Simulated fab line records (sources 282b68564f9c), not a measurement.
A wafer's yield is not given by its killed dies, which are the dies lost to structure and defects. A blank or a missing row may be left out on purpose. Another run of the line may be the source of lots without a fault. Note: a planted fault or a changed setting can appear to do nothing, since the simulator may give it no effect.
Which tool was responsible? | flow rit_cmos | 7 lots with 21 wafers sampled at 2 steps, on a route of 202 steps

== WHAT THE GAUGES SHOWED, per wafer ==
RIT_SDANNEAL_RS_MEAS_04: uses a four-point probe to measure.
lot  | measured    | on            | PSD_RS (ohm/sq)
L441 | day 3 14:13 | film_metro-02 | 115.79 115.59 115.91
L443 | day 4 01:06 | film_metro-03 | 116.24 115.89 116.10
L446 | day 4 16:41 | film_metro-01 | 115.87 115.71 115.87
L448 | day 5 01:01 | film_metro-02 | 115.73 115.83 116.09
L450 | day 5 09:53 | film_metro-01 | 115.46 115.28 115.72
L452 | day 5 19:08 | film_metro-01 | 116.22 115.78 115.69
L461 | day 7 18:07 | film_metro-03 | 113.09 113.47 113.79 113.40 113.12 113.71

== EACH LOT AND THE TOOL THAT RAN IT (in order: tool; ch and the chambers of the sampled wafers; start) ==
lot  | RIT_PSD_IMPLANT_08
L441 | implanter-03 ch 0, day 3 13:24
L443 | implanter-01 ch 0, day 4 00:17
L446 | implanter-01 ch 0, day 4 15:52
L448 | implanter-01 ch 0, day 5 00:13
L450 | implanter-02 ch 0, day 5 09:04
L452 | implanter-02 ch 0, day 5 18:19
L461 | implanter-03 ch 0, day 7 17:04
- RIT_PSD_IMPLANT_08

== THE ANSWER, worked out from the rows above alone ==
Rule: what is usual is taken from the lots themselves. The widest of any qualifying gaps counts: lots, ordered by their means at a reading, are off when they make up no more than a third of the lots, leave a main group of 4 or more, and stand apart from it by 3 or more times the standard deviation of that group's means. A main group is skipped when, at the precision printed for the reading in the tables above, its means are all equal. Also off: a lot with no number at a reading for which 4 or more lots have one. The other lots that the step has rows for count as sound.
Off: L461, at RIT_SDANNEAL_RS_MEAS_04 (PSD_RS). Main group: mean 115.82 ohm/sq, sd 0.18.
A tool fits if, at a process step before that reading, it ran every lot that is off, and no sound lot after the first of them. Gauges at RIT_SDANNEAL_RS_MEAS_04: tried the same way as those tools. 2 tools fit, implanter-03 at RIT_PSD_IMPLANT_08 and film_metro-03 at RIT_SDANNEAL_RS_MEAS_04, so this cannot tell which one it is.

== WHAT THE SIMULATOR HAD PUT IN ==
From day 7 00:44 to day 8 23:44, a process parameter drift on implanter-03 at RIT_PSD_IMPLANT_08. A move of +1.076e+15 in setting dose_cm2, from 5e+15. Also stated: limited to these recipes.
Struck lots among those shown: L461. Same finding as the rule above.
